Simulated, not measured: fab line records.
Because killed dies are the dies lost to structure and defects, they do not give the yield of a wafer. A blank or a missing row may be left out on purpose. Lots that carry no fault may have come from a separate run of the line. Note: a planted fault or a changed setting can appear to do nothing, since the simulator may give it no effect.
Matching of chambers	flow rit_cmos	RIT_SPACER_ETCHBACK_05 on rie_diel-04 has 4 sister chambers
The step etches Si3N4 in SF6/CHF3, stops on SiO2, target depth 250 nm, time 240 s. 14 wafers are shown with their chamber, then 7 later ones without.

== EACH WAFER AND ITS CHAMBER ==
wafer	chamber	throttle_valve_pct (%)	run_length_s (s)	oes_product_au (a.u.)
L524.3	2	10.10	268.4	0.827
L524.4	1	10.32	269.2	0.854
L524.6	1	10.33	268.9	0.856
L527.3	0	10.02	268.5	0.857
L527.4	1	10.30	269.1	0.848
L527.5	1	10.31	269.6	0.856
L529.2	3	10.14	268.0	0.869
L529.4	2	10.10	268.2	0.830
L529.5	3	10.14	267.7	0.873
L532.1	2	10.09	268.2	0.815
L532.5	1	10.32	269.1	0.847
L532.6	0	10.02	268.6	0.843
L533.3	0	10.03	268.6	0.844
L533.5	3	10.14	267.8	0.875

SIGNATURES, as means of the wafers listed above
reading	chamber 0	chamber 1	chamber 2	chamber 3	scatter within a chamber
throttle_valve_pct	10.0233	10.3160	10.0967	10.1400	0.00808
run_length_s	268.567	269.180	268.267	267.833	0.187
oes_product_au	0.84800	0.85220	0.82400	0.87233	0.00586
Rule: for a wafer and a chamber, the distance is found by dividing, reading by reading, the gap between the wafer's reading and the chamber's mean by the reading's scatter, squaring, summing and taking the root. If the next closest chamber is less than 2 further off than the closest, the wafer can't be placed; otherwise it belongs to the closest. The scatter is the square root of a quotient: the sum, over the shown wafers, of each reading's squared deviation from its chamber's mean, divided by wafers minus chambers.

== WAFERS MISSING THEIR CHAMBER ==
wafer	throttle_valve_pct (%)	run_length_s (s)	oes_product_au (a.u.)
L533.6	10.01	268.3	0.847
L545.1	10.14	268.0	0.865
L545.2	10.31	269.2	0.849
L545.6	10.02	268.4	0.847
L546.4	10.09	268.4	0.815
L546.5	9.99	268.5	0.847
L546.6	10.32	268.8	0.838

== EACH ONE'S CHAMBER ==
wafer	from the rows above	in truth
L533.6	0	0
L545.1	3	3
L545.2	1	1
L545.6	0	0
L546.4	2	2
L546.5	0	0
L546.6	1	1
7 of 7 placed correctly. Left unplaced by these rows: 0. 0 placed wrongly.
